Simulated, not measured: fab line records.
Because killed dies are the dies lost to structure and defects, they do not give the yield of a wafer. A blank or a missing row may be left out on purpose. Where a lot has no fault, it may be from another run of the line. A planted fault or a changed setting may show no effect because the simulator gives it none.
Lot-split experiment    flow ritCmos    on a route of 202 steps: 5 lots, 23 wafers read

## ABOUT THE SPLIT
At RIT_NWELL_COAT_01 (resist thk 1300 nm), the setting spinRpm was moved away from the recipe's 2000 rpm on 8 of the 23 wafers read, by -6.0% to +4.2%. This setting was run at the recipe's value on the other wafers.

## THE PATH FROM SPLIT TO READING: the file shows 1 step between them
- RIT_NWELL_DEVELOP_05: develop time 68 s (also split here: developTimeS)

## THE READING
NOVOLAK_of_NWELL_COAT_01.thkNm (the simulator's own value, which no gauge read), in nm, at RIT_NWELL_HARDBAKE_07 (time 120 s). There is no usual value for it anywhere in the file. Here, 15 wafers ran the recipe; their average is 1135 nm with a standard deviation of 2.5 nm.

wafer   tool, chamber at the split  spinRpm as run, rpm  against the recipe  NOVOLAK_of_NWELL_COAT_01.thkNm, nm  against lot-mates on the recipe
L075.1  lithoTrack-04, 0            2000                 recipe              1137                                -
L075.4  lithoTrack-04, 0            2000                 recipe              1138                                -
L075.6  lithoTrack-04, 0            2000                 recipe              1135                                -
L080.1  lithoTrack-01, 0            1916                 -4.2%               1155                                +23
L080.3  lithoTrack-01, 0            1916                 -4.2%               1155                                +23
L080.2  lithoTrack-01, 0            2000                 recipe              1133                                -
L080.4  lithoTrack-01, 0            2000                 recipe              1131                                -
L080.5  lithoTrack-01, 0            2000                 recipe              1131                                -
L083.1  lithoTrack-01, 0            2000                 recipe              1132                                -
L083.2  lithoTrack-01, 0            2000                 recipe              1136                                -
L083.3  lithoTrack-01, 0            2000                 recipe              1133                                -
L083.4  lithoTrack-01, 0            2055                 +2.8%               1120                                -14
L083.5  lithoTrack-01, 0            2055                 +2.8%               1121                                -13
L084.1  lithoTrack-04, 0            2000                 recipe              1136                                -
L084.2  lithoTrack-04, 0            2084                 +4.2%               1111                                -26
L084.3  lithoTrack-04, 0            2000                 recipe              1137                                -
L084.5  lithoTrack-04, 0            2000                 recipe              1137                                -
L084.4  lithoTrack-04, 0            2084                 +4.2%               1112                                -25
L085.1  lithoTrack-03, 0            1880                 -6.0%               1174                                +37
L085.2  lithoTrack-03, 0            2000                 recipe              1136                                -
L085.3  lithoTrack-03, 0            2000                 recipe              1138                                -
L085.6  lithoTrack-03, 0            2000                 recipe              1138                                -
L085.4  lithoTrack-03, 0            1880                 -6.0%               1171                                +34

THE FIT
A straight line over all 23 wafers: NOVOLAK_of_NWELL_COAT_01.thkNm changes by -5.67 nm for each +1% of spinRpm; r = -0.99; the points scatter about the line by 2.7 nm.
The same after taking each lot's own level away (the mean of its wafers on the recipe; 23 wafers): -5.71 nm for each +1%; r = -1.00; scatter 1.4 nm.
According to that fit, moving spinRpm by its largest amount changes the reading by 34 nm.
Measured against the standard deviation above, the lots' own levels, which go from 1131.7 to 1137.3 nm, span 2.3 times it.
Hence the lot-to-lot level has little effect on the slope; both slopes agree.
Check: with one of the wafers moved furthest among these (-6.0%) left out of the fit, the line predicts +33.7 nm for it against its lot-mates. It came out at +36.7 nm against them.

## ADDITIONAL SPLITS CARRIED BY THESE WAFERS
Note: prior to the reading, these wafers also went through further splits. Each is held against what the fit with the lots' levels taken away leaves over:
other split on the same wafers     wafers away from the commonest value  r with NOVOLAK_of_NWELL_COAT_01.thkNm (lot level and that fit taken away)
RIT_ACTIVE_CVD_03 tempC            18                                    -0.30
RIT_ACTIVE_EXPOSE_08 doseMj        5                                     +0.16
RIT_FOX1_OXIDATION_00 oxTimeS      15                                    -0.30
RIT_NWELL_DEVELOP_05 developTimeS  7                                     -0.05

## THE WHOLE CHAIN: every reading that the file lists as answering this split, in the file's order
step                   what it does        reading                                                                          change (the file's fit)               r (the file's)
RIT_NWELL_COAT_01      resist thk 1300 nm  NOVOLAK_of_NWELL_COAT_01.thkNm (the simulator's own value, which no gauge read)  -6.64 nm for each +1% of the setting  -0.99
RIT_NWELL_HARDBAKE_07  time 120 s          NOVOLAK_of_NWELL_COAT_01.thkNm (the simulator's own value, which no gauge read)  -5.72 nm for each +1% of the setting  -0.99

## THE FILE'S OWN FIT
NOVOLAK_of_NWELL_COAT_01.thkNm changes by -5.72 nm for each +1% of spinRpm, r = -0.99.
